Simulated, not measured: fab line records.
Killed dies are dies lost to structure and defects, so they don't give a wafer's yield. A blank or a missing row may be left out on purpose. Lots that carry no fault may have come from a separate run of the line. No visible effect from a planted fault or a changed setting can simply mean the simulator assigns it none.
Comparing a struck lot with a sound one :: flow rit_cmos :: 17 steps out of a route of 202
Sound: wafers L422.3, L422.5, L422.6. Struck: wafers L432.4, L432.5, L432.6. The cause is given at the end.
Per side, at each step with rows, come the tool, then ch with its chambers, and then its first start. Under that, the readings that differ: sound wafers :: struck wafers :: difference of the means :: sigmas: that difference in standard deviations of wafers without a fault.
alike: same words and numbers on both sides, and readings whose means sit less than 2 such deviations apart. not compared: any withheld reading, any reading some wafer has no value for, any bound like >300 that may hide the same value, and any number with overlapping values for which the record gives no deviation.
Wherever a step has rows on one side only, a row that says differs or no value, or a row with sigmas, the two part there. Non-overlapping numbers with no deviation appear without sigmas and do not part them. A reading that every wafer of one side lacks parts them only if that side has two wafers or more.

first, 2 steps without rows for these wafers: RIT_NRETRO_HARDBAKE_07 (time 120 s); RIT_NRETRO_IMPLANT_08.
RIT_NRETRO_STRIP_09: strips in O2, time 180 s.
  sound on plasma_asher-01 ch 0,1, day 3 02:34; struck on plasma_asher-02 ch 0,1, day 5 04:56
  alike: drypump_motor_current_A
  not compared: rf_hours_counter_h
RIT_NRETRO_TW_MEAS_10:
  sound: film_metro-03 at day 3 02:42; struck: film_metro-01 at day 5 05:05
reading: NRETRO_TW
sound: 1058 1052 1055
struck: 1027 1028 1024
difference: -29
sigmas: -2
then, 6 steps without rows for these wafers: RIT_PRETRO_HMDS_00 (prime time 60 s); RIT_PRETRO_COAT_01 (resist thk 1300 nm); RIT_PRETRO_SOFTBAKE_02 (time 60 s); RIT_PRETRO_EXPOSE_03 (exposes mask M5, target cd 43700 nm); RIT_PRETRO_PEB_04; RIT_PRETRO_DEVELOP_05 (develop time 68 s).
RIT_PRETRO_OVL_MEAS_06:
  sound: overlay-01 at day 3 03:38; struck: overlay-02 at day 5 06:01
  alike: PRETRO_OVL
then, 1 step without rows for these wafers: RIT_PRETRO_HARDBAKE_07 (time 120 s).
RIT_PRETRO_IMPLANT_08:
  sound on implanter-03 ch 0, day 3 03:58; struck on implanter-03 ch 0, day 5 06:21
reading: dose_ions_cm2
sound: 1.198e+13 1.1992e+13 1.2002e+13
struck: 7.728e+12 7.731e+12 7.726e+12
difference: -4.263e+12
sigmas: -99 or more

reading: faraday_current_uA
sound: 37.9 38.3 38.7
struck: 24.8 25.1 24.2
difference: -13.6
sigmas: -19
RIT_PRETRO_STRIP_09: strips in O2, time 180 s.
  sound on plasma_asher-01 ch 0,1, day 3 04:07; struck on plasma_asher-03 ch 0,1, day 5 06:29
  alike: drypump_motor_current_A
  not compared: rf_hours_counter_h
RIT_PRETRO_TW_MEAS_10:
  sound: film_metro-04 at day 3 04:15; struck: film_metro-03 at day 5 06:38
reading: PRETRO_TW
sound: 468 470 471
struck: 416 418 416
difference: -53
sigmas: -13
then, 1 step without rows for these wafers: RIT_GATE_WET_ETCH_00 (etches SiO2 in BOE, target depth 56 nm, time 60 s).
RIT_M1_PROBE_99:
  sound: prober-02 at day 4 06:24; struck: prober-02 at day 6 08:20
reading: model.etest.nmos_0p3.r_on_ohm_um
sound: 2193 2185 2217
struck: 2002 1991 2016
difference: -195
sigmas: 

reading: model.etest.nmos_0p15.r_on_ohm_um
sound: 1175 1163 1178
struck: 1043 1067 1054
difference: -117
sigmas: 

reading: model.etest.nmos_turned.drive_ua_um
sound: 301.9 301.7 306.9
struck: 397 384.1 394
difference: +88
sigmas: 

reading: model.etest.nmos_0p15.drive_ua_um
sound: 440.1 443.2 443
struck: 523.5 515.1 513.4
difference: +75.2
sigmas: 

reading: model.etest.nmos_0p3.drive_ua_um
sound: 218.7 220 217.2
struck: 254.4 257.2 253.2
difference: +36.3
sigmas: 

reading: model.etest.nmos_narrow.drive_ua_um
sound: 221.4 222.5 217.9
struck: 256.8 255.1 250.6
difference: +33.6
sigmas: 

reading: model.etest.nmos_0p15.off_log10_a_um
sound: -10.62 -10.69 -10.7
struck: -8.866 -9.182 -8.921
difference: +1.680
sigmas: 

reading: model.etest.retro_edge_nmos.off_log10_a_um
sound: -10.5 -10.52 -10.54
struck: -8.757 -8.914 -8.957
difference: +1.644
sigmas: 
  alike: killed_at_contacts, killed_at_front_end, killed_dies, killed_open, killed_short

## WHERE THEY PART
Earliest at RIT_NRETRO_TW_MEAS_10; latest, in this record, at RIT_PRETRO_TW_MEAS_10. Later steps at which nothing parts them and some readings are alike: RIT_M1_PROBE_99.

WHY: what had been put in by the simulator
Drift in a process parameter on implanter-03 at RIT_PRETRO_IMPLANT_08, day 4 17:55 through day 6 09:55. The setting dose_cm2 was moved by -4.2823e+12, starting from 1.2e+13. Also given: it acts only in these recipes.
